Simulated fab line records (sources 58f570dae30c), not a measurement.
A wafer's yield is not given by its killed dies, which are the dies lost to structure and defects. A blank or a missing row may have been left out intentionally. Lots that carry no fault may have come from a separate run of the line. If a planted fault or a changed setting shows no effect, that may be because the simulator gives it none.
fab line records + flow berkeleyCmos170
record
- lots=14
- wafers=42
- lastDay=13
route steps=331 shown FIELD@90
lots that met no fault: from a run of the same line without faults
startH: start of the lot's first displayed wafer, in hours after the record's first day + waitH: how many hours have passed since the lot's step before this one + " identical to the entry in the row above + L1.1+2: a single row standing in for several wafers + - no value, or no start was given + * or withheld: withheld + < > ~ a bound
route shown NAME@n: names a module that has steps shown in the file, with the first one's number in the route + usual: mean/standard deviation of fault-free wafers + same: alike in all rows + chamber/n: place in a boat + sites: readings site by site + _std_site: their standard deviation + _edge_site: outer sites' mean less inner sites' + radiusMm: how far each site lies from the wafer's centre + mask NAME#n: copy n + behind: the most recent tool/chamber to have shaped the wafer + hold: the reason the lot was held/the length of the hold in hours/how it ended + device: which transistor (n, p or np) failed to switch + end of line: tests run on the same wafers once the route is complete + for a step that has no rows: nothing shown but its recipe + killed: dies that structure and defects cost at the first sort, which is not the same as the wafer's yield + map: the dies of a wafer, with x for killed, . for not killed, _ for no die there
set.NAME: the setting as run; set.NAME@STEP: as run at that earlier step + model.NAME: the simulator's own value behind a step, which no gauge read
steps of the route over a sample of lots; a table a step, a row a wafer
services: from which hour (startH, from the record's first day; less than 0 if before it) a tool's chamber was out of use, for how many hours, and why
## steps
# step UCB170_FIELD_OXIDATION_01
# recipe
- tempC=1000
- ambient=H2O
- pH2oTorr=584.62
- targetThkA=5583
- oxTimeS=7200
# usual
- oxTempC=1000.0/0.4
- spikeTcCentreC=1002.1/1.9
- zonePowerSourcePct=33/3.9
| lot.wafer | tool       | chamber | startH | waitH | oxTempC | spikeTcCentreC | zonePowerSourcePct |
|-----------|------------|---------|--------|-------|---------|----------------|--------------------|
| L998.2    | furnace-02 | 0       | 94.54  | 3.4   | 999.8   | 1003.3         | 29                 |
| L998.3    | "          | 0       | "      | "     | 1000.7  | 1004.2         | 29                 |
| L998.4    | "          | 0       | "      | "     | 1000.1  | 1003.8         | 29                 |
| L100.1    | furnace-04 | 0       | 114.39 | 5.7   | 999.5   | 1003.0         | 31                 |
| L100.3    | "          | 0       | "      | "     | 999.4   | 1004.7         | 31                 |
| L100.6    | "          | 0       | "      | "     | 999.8   | 1004.9         | 31                 |
| L101.1    | furnace-02 | 0       | 126.26 | 3.4   | 999.8   | 1001.9         | 29                 |
| L101.2    | "          | 0       | "      | "     | 999.4   | 1004.0         | 29                 |
| L101.6    | "          | 0       | "      | "     | 999.9   | 1003.5         | 29                 |
| L103.1    | furnace-02 | 0       | 137.29 | 4.1   | 1000.0  | 1002.6         | 30                 |
| L103.2    | "          | 0       | "      | "     | 1000.1  | 1004.5         | 29                 |
| L103.4    | "          | 0       | "      | "     | 1000.6  | 1004.1         | 29                 |
| L104.1    | furnace-02 | 0       | 137.29 | 4.1   | 1000.2  | 1002.4         | 29                 |
| L104.3    | "          | 0       | "      | "     | 1000.0  | 1001.9         | 29                 |
| L104.6    | "          | 0       | "      | "     | 999.9   | 1001.2         | 29                 |
| L106.1    | furnace-02 | 0       | 137.29 | 4.8   | 999.7   | 1004.3         | 29                 |
| L106.4    | "          | 0       | "      | "     | 999.8   | 1002.3         | 29                 |
| L106.6    | "          | 0       | "      | "     | 998.9   | 1003.8         | 29                 |
| L107.1    | furnace-04 | 0       | 144.89 | 4.0   | 999.4   | 1005.3         | 31                 |
| L107.2    | "          | 0       | "      | "     | 1000.5  | 1003.8         | 31                 |
| L107.3    | "          | 0       | "      | "     | 1000.6  | 1004.1         | 31                 |
| L109.3    | furnace-01 | 0       | 157.71 | 2.8   | 1000.3  | 999.2          | 37                 |
| L109.5    | "          | 0       | "      | "     | 1000.4  | 1001.7         | 37                 |
| L109.6    | "          | 0       | "      | "     | 1000.2  | 999.0          | 37                 |
| L110.2    | furnace-01 | 0       | 157.71 | 2.5   | 1000.4  | 1000.9         | 37                 |
| L110.3    | "          | 0       | "      | "     | 1000.5  | 1000.8         | 37                 |
| L110.5    | "          | 0       | "      | "     | 1000.3  | 1001.2         | 37                 |
| L111.3    | furnace-01 | 0       | 167.91 | 4.8   | 999.9   | 1000.1         | 36                 |
| L111.5    | "          | 0       | "      | "     | 999.5   | 1001.3         | 37                 |
| L111.6    | "          | 0       | "      | "     | 999.5   | 1001.2         | 37                 |
| L112.1    | furnace-01 | 0       | 167.91 | 4.5   | 1000.3  | 999.5          | 37                 |
| L112.5    | "          | 0       | "      | "     | 999.5   | 999.2          | 38                 |
| L112.6    | "          | 0       | "      | "     | 1000.7  | 1002.6         | 38                 |
| L113.3    | furnace-01 | 0       | 187.21 | 6.7   | 1000.0  | 1000.1         | 37                 |
| L113.5    | "          | 0       | "      | "     | 1000.0  | 1001.1         | 37                 |
| L113.6    | "          | 0       | "      | "     | 1000.2  | 1001.7         | 37                 |
| L118.2    | furnace-01 | 0       | 210.74 | 6.0   | 999.8   | 998.9          | 37                 |
| L118.3    | "          | 0       | "      | "     | 1000.1  | 1001.5         | 37                 |
| L118.6    | "          | 0       | "      | "     | 999.6   | 1003.1         | 37                 |
| L119.1    | furnace-01 | 0       | 210.74 | 5.7   | 999.7   | 1000.5         | 37                 |
| L119.3    | "          | 0       | "      | "     | 1000.6  | 1001.5         | 36                 |
| L119.4    | "          | 0       | "      | "     | 999.7   | 999.8          | 38                 |
# step UCB170_FIELD_THK_MEAS_02
# recipe
- reads=SiO2_of_FIELD_OXIDATION_01
# usual
- FIELD_OXIDE_THK=557/8.8
| lot.wafer | tool         | chamber | startH | waitH | FIELD_OXIDE_THK[nm] |
|-----------|--------------|---------|--------|-------|---------------------|
| L998.2    | filmMetro-04 | -       | 97.55  | 0.0   | 563                 |
| L998.3    | "            | -       | "      | "     | 563                 |
| L998.4    | "            | -       | "      | "     | 559                 |
| L100.1    | filmMetro-01 | -       | 117.39 | 0.0   | 564                 |
| L100.3    | "            | -       | "      | "     | 563                 |
| L100.6    | "            | -       | "      | "     | 559                 |
| L101.1    | filmMetro-02 | -       | 129.26 | 0.0   | 558                 |
| L101.2    | "            | -       | "      | "     | 563                 |
| L101.6    | "            | -       | "      | "     | 555                 |
| L103.1    | filmMetro-04 | -       | 140.29 | 0.0   | 549                 |
| L103.2    | "            | -       | "      | "     | 548                 |
| L103.4    | "            | -       | "      | "     | 547                 |
| L104.1    | filmMetro-02 | -       | 140.29 | 0.0   | 562                 |
| L104.3    | "            | -       | "      | "     | 555                 |
| L104.6    | "            | -       | "      | "     | 551                 |
| L106.1    | filmMetro-01 | -       | 140.29 | 0.0   | 553                 |
| L106.4    | "            | -       | "      | "     | 555                 |
| L106.6    | "            | -       | "      | "     | 559                 |
| L107.1    | filmMetro-04 | -       | 147.89 | 0.0   | 559                 |
| L107.2    | "            | -       | "      | "     | 561                 |
| L107.3    | "            | -       | "      | "     | 555                 |
| L110.2    | filmMetro-04 | -       | 160.72 | 0.0   | 555                 |
| L110.3    | "            | -       | "      | "     | 542                 |
| L110.5    | "            | -       | "      | "     | 543                 |
| L109.3    | filmMetro-01 | -       | 160.73 | 0.0   | 539                 |
| L109.5    | "            | -       | "      | "     | 549                 |
| L109.6    | "            | -       | "      | "     | 546                 |
| L112.1    | filmMetro-02 | -       | 170.91 | 0.0   | 573                 |
| L112.5    | "            | -       | "      | "     | 574                 |
| L112.6    | "            | -       | "      | "     | 569                 |
| L111.3    | filmMetro-04 | -       | 170.93 | 0.0   | 539                 |
| L111.5    | "            | -       | "      | "     | 549                 |
| L111.6    | "            | -       | "      | "     | 551                 |
| L113.3    | filmMetro-02 | -       | 190.23 | 0.0   | 555                 |
| L113.5    | "            | -       | "      | "     | 564                 |
| L113.6    | "            | -       | "      | "     | 554                 |
| L119.1    | filmMetro-02 | -       | 213.74 | 0.0   | 337                 |
| L119.3    | "            | -       | "      | "     | 333                 |
| L119.4    | "            | -       | "      | "     | 334                 |
| L118.2    | filmMetro-04 | -       | 213.75 | 0.0   | 310                 |
| L118.3    | "            | -       | "      | "     | 314                 |
| L118.6    | "            | -       | "      | "     | 314                 |
# step UCB170_FIELD_THK_MEAS_90
# recipe
- reads=SiO2_of_FIELD_OXIDATION_01
# usual
- FIELD_OXIDE_LEFT_1_THK=440/8.9
| lot.wafer | tool         | chamber | startH | waitH | FIELD_OXIDE_LEFT_1_THK[nm] |
|-----------|--------------|---------|--------|-------|----------------------------|
| L998.2    | filmMetro-02 | -       | 109.50 | 0.0   | 446                        |
| L998.3    | "            | -       | "      | "     | 446                        |
| L998.4    | "            | -       | "      | "     | 442                        |
| L100.1    | filmMetro-01 | -       | 126.79 | 0.0   | 448                        |
| L100.3    | "            | -       | "      | "     | 447                        |
| L100.6    | "            | -       | "      | "     | 443                        |
| L101.1    | filmMetro-01 | -       | 139.49 | 0.0   | 441                        |
| L101.2    | "            | -       | "      | "     | 447                        |
| L101.6    | "            | -       | "      | "     | 438                        |
| L104.1    | filmMetro-02 | -       | 148.80 | 0.0   | 446                        |
| L104.3    | "            | -       | "      | "     | 439                        |
| L104.6    | "            | -       | "      | "     | 435                        |
| L106.1    | filmMetro-01 | -       | 148.80 | 0.0   | 438                        |
| L106.4    | "            | -       | "      | "     | 439                        |
| L106.6    | "            | -       | "      | "     | 445                        |
| L103.1    | filmMetro-02 | -       | 148.86 | 0.1   | 431                        |
| L103.2    | "            | -       | "      | "     | 430                        |
| L103.4    | "            | -       | "      | "     | 431                        |
| L107.1    | filmMetro-04 | -       | 156.07 | 0.0   | 441                        |
| L107.2    | "            | -       | "      | "     | 444                        |
| L107.3    | "            | -       | "      | "     | 439                        |
| L109.3    | filmMetro-01 | -       | 170.32 | 0.0   | 423                        |
| L109.5    | "            | -       | "      | "     | 433                        |
| L109.6    | "            | -       | "      | "     | 430                        |
| L110.2    | filmMetro-02 | -       | 170.37 | 0.1   | 439                        |
| L110.3    | "            | -       | "      | "     | 427                        |
| L110.5    | "            | -       | "      | "     | 427                        |
| L112.1    | filmMetro-02 | -       | 179.97 | 0.0   | 456                        |
| L112.5    | "            | -       | "      | "     | 457                        |
| L112.6    | "            | -       | "      | "     | 453                        |
| L111.3    | filmMetro-01 | -       | 179.98 | 0.0   | 421                        |
| L111.5    | "            | -       | "      | "     | 431                        |
| L111.6    | "            | -       | "      | "     | 434                        |
| L113.3    | filmMetro-01 | -       | 201.80 | 0.1   | 440                        |
| L113.5    | "            | -       | "      | "     | 448                        |
| L113.6    | "            | -       | "      | "     | 438                        |
| L119.1    | filmMetro-04 | -       | 222.96 | 0.0   | 221                        |
| L119.3    | "            | -       | "      | "     | 216                        |
| L119.4    | "            | -       | "      | "     | 217                        |
| L118.2    | filmMetro-02 | -       | 222.97 | 0.0   | 194                        |
| L118.3    | "            | -       | "      | "     | 197                        |
| L118.6    | "            | -       | "      | "     | 197                        |
# step UCB170_FIELD_THK_MEAS_91
# recipe
- reads=SiO2_of_FIELD_OXIDATION_01
# usual
- FIELD_OXIDE_LEFT_2_THK=352/8.9
| lot.wafer | tool         | chamber | startH | waitH | FIELD_OXIDE_LEFT_2_THK[nm] |
|-----------|--------------|---------|--------|-------|----------------------------|
| L998.2    | filmMetro-02 | -       | 134.25 | 0.0   | 358                        |
| L998.3    | "            | -       | "      | "     | 358                        |
| L998.4    | "            | -       | "      | "     | 354                        |
| L100.1    | filmMetro-04 | -       | 150.22 | 0.0   | 361                        |
| L100.3    | "            | -       | "      | "     | 359                        |
| L100.6    | "            | -       | "      | "     | 356                        |
| L101.1    | filmMetro-04 | -       | 159.64 | 0.0   | 352                        |
| L101.2    | "            | -       | "      | "     | 357                        |
| L101.6    | "            | -       | "      | "     | 349                        |
| L106.1    | filmMetro-04 | -       | 167.48 | 0.0   | 350                        |
| L106.4    | "            | -       | "      | "     | 351                        |
| L106.6    | "            | -       | "      | "     | 356                        |
| L103.1    | filmMetro-01 | -       | 167.75 | 0.0   | 344                        |
| L103.2    | "            | -       | "      | "     | 343                        |
| L103.4    | "            | -       | "      | "     | 343                        |
| L104.1    | filmMetro-01 | -       | 168.36 | 0.0   | 359                        |
| L104.3    | "            | -       | "      | "     | 351                        |
| L104.6    | "            | -       | "      | "     | 348                        |
| L107.1    | filmMetro-02 | -       | 181.24 | 0.0   | 353                        |
| L107.2    | "            | -       | "      | "     | 356                        |
| L107.3    | "            | -       | "      | "     | 351                        |
| L109.3    | filmMetro-01 | -       | 193.19 | 0.0   | 335                        |
| L109.5    | "            | -       | "      | "     | 345                        |
| L109.6    | "            | -       | "      | "     | 342                        |
| L110.2    | filmMetro-02 | -       | 193.46 | 0.0   | 351                        |
| L110.3    | "            | -       | "      | "     | 338                        |
| L110.5    | "            | -       | "      | "     | 339                        |
| L112.1    | filmMetro-01 | -       | 204.42 | 0.0   | 369                        |
| L112.5    | "            | -       | "      | "     | 370                        |
| L112.6    | "            | -       | "      | "     | 365                        |
| L111.3    | filmMetro-01 | -       | 204.83 | 0.0   | 334                        |
| L111.5    | "            | -       | "      | "     | 345                        |
| L111.6    | "            | -       | "      | "     | 347                        |
| L113.3    | filmMetro-04 | -       | 227.82 | 0.0   | 351                        |
| L113.5    | "            | -       | "      | "     | 359                        |
| L113.6    | "            | -       | "      | "     | 349                        |
| L118.2    | filmMetro-02 | -       | 241.53 | 0.0   | 106                        |
| L118.3    | "            | -       | "      | "     | 109                        |
| L118.6    | "            | -       | "      | "     | 110                        |
| L119.1    | filmMetro-04 | -       | 242.35 | 0.0   | 133                        |
| L119.3    | "            | -       | "      | "     | 128                        |
| L119.4    | "            | -       | "      | "     | 130                        |
## services
| tool       | chamber | startH | hours | kind   |
|------------|---------|--------|-------|--------|
| furnace-02 | -       | 78.11  | 3.8   | pm     |
| furnace-01 | -       | 86.78  | 6.7   | repair |
| furnace-02 | -       | 97.54  | 22.7  | pm     |
| furnace-01 | -       | 129.65 | 3.3   | pm     |
| furnace-01 | -       | 132.95 | 3.0   | pm     |
| furnace-04 | -       | 182.93 | 6.0   | pm     |
| furnace-04 | -       | 207.38 | 3.4   | pm     |
## key
firstSign
- step=UCB170_FIELD_THK_MEAS_02
- reading=FIELD_OXIDE_THK
- direction=down
- sigmas=27
- usual=557
- struck=324
effect
- step=UCB170_FIELD_THK_MEAS_90
- reading=FIELD_OXIDE_LEFT_1_THK
- direction=down
- sigmas=26
- usual=440
- struck=207
effect
- step=UCB170_FIELD_THK_MEAS_91
- reading=FIELD_OXIDE_LEFT_2_THK
- direction=down
- sigmas=26
- usual=352
- struck=119
metAt UCB170_FIELD_OXIDATION_01
struckLots L118,L119
testerLeftOut L118,L119
onsetBetween 187.21 210.74
alsoFits time
fault
- kind=processParameterDrift
- tool=furnace-01
- chamber=-
- onsetH=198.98
- steps=UCB170_FIELD_OXIDATION_01
- channel=oxTimeS
- offset=*
- shape=step
- endH=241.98
- actsIn=*
- stated=*
# testerLeftOut: of these lots the tester's yield and bins aren't shown, on N5 and GAA mostly nor the transistor test; their killed dies are dies lost to structure and defects alone, not to doping, threshold or leakage, so they don't give the yield
